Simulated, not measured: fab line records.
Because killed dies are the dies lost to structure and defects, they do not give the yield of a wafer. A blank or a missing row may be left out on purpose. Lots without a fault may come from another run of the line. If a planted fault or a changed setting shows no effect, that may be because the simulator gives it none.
A sampling plan put to the test -- flow rit cmos -- each of the 12 faults these records tell of, on one fab line, judged from the records of the lots it struck
The line's own looks make up the plan; these are the steps of the route where a gauge or inspection reads the wafer and leaves it unchanged. A look can be judged if struck wafers have a number there and the file gives its usual mean and standard deviation on fault-free wafers. Caught: 4 or more of those standard deviations (sigma) separate the usual mean from the mean of the struck wafers at a look after the fault's first step. On the tool: the same test on the tool's own readings at the fault's steps. A different recipe on the struck wafers counts as caught too, as does a record blank only for those wafers.

== THE FAULTS, as the simulator had put them in ==
1. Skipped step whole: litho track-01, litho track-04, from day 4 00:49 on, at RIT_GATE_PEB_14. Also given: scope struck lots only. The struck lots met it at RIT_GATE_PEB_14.
2. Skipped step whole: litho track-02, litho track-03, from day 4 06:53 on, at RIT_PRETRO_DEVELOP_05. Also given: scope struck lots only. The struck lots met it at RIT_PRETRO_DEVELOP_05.
3. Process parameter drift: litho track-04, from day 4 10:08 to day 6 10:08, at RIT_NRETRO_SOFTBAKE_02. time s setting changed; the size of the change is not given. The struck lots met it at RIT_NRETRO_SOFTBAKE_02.
4. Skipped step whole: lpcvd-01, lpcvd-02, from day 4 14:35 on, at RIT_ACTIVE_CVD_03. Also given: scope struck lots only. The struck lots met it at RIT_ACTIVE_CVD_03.
5. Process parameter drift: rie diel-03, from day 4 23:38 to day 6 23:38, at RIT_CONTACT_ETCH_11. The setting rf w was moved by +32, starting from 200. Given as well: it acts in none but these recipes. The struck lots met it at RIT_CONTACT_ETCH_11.
6. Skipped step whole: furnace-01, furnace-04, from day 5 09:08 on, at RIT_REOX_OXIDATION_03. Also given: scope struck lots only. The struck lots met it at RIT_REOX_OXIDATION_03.
7. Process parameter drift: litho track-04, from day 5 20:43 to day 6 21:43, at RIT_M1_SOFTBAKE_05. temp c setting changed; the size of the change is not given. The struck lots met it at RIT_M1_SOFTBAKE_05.
8. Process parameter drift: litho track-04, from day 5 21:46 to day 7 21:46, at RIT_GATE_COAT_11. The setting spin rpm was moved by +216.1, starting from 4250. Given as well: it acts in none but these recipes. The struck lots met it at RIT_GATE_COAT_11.
9. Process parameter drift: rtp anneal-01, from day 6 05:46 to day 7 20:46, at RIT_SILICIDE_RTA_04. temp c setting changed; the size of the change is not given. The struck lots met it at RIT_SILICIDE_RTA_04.
10. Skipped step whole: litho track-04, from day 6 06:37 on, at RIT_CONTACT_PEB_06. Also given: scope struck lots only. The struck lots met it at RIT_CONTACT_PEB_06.
11. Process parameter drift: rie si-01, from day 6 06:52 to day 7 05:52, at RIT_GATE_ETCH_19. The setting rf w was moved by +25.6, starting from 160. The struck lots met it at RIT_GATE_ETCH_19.
12. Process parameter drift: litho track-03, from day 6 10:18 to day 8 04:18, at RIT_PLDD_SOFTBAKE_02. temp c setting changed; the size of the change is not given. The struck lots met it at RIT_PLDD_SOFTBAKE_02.

== WHAT THE PLAN SAW ==
fault,on the tool itself,first look that catches it,"reading, sigma",median hours from its first step to that look,hours from the fault's start to the first struck lot there,judged looks passed uncaught
1,no reading that can be judged,no look after it can be judged,-,-,-,0
2,the tool's record is blank for the struck wafers,no look after it can be judged,-,-,-,0
3,run length s +26 sigma,no look after it can be judged,-,-,-,0
4,the tool's record is blank for the struck wafers,no look after it can be judged,-,-,-,0
5,rf fwd power W +50 sigma,no look after it can be judged,-,-,-,0
6,the tool's record is blank for the struck wafers,no look after it can be judged,-,-,-,0
7,heater power total W +17 sigma,no look after it can be judged,-,-,-,0
8,spin speed rpm +65 sigma,no look after it can be judged,-,-,-,0
9,wafer_temp_C_max +4.8 sigma,no look after it can be judged,-,-,-,0
10,no reading that can be judged,no look after it can be judged,-,-,-,0
11,rf fwd power W +51 sigma,no look after it can be judged,-,-,-,0
12,heater power total W -77 sigma,no look after it can be judged,-,-,-,0
A dash: the fault isn't caught, or these records don't give the number.

Caught at a look: 0 of 12. Caught on the tool: 10 of 12. By one or the other: 10 of 12.
On the tool alone, faults 2, 3, 4, 5, 6, 7, 8, 9, 11, 12 were caught.
Caught by neither: faults 1, 10.
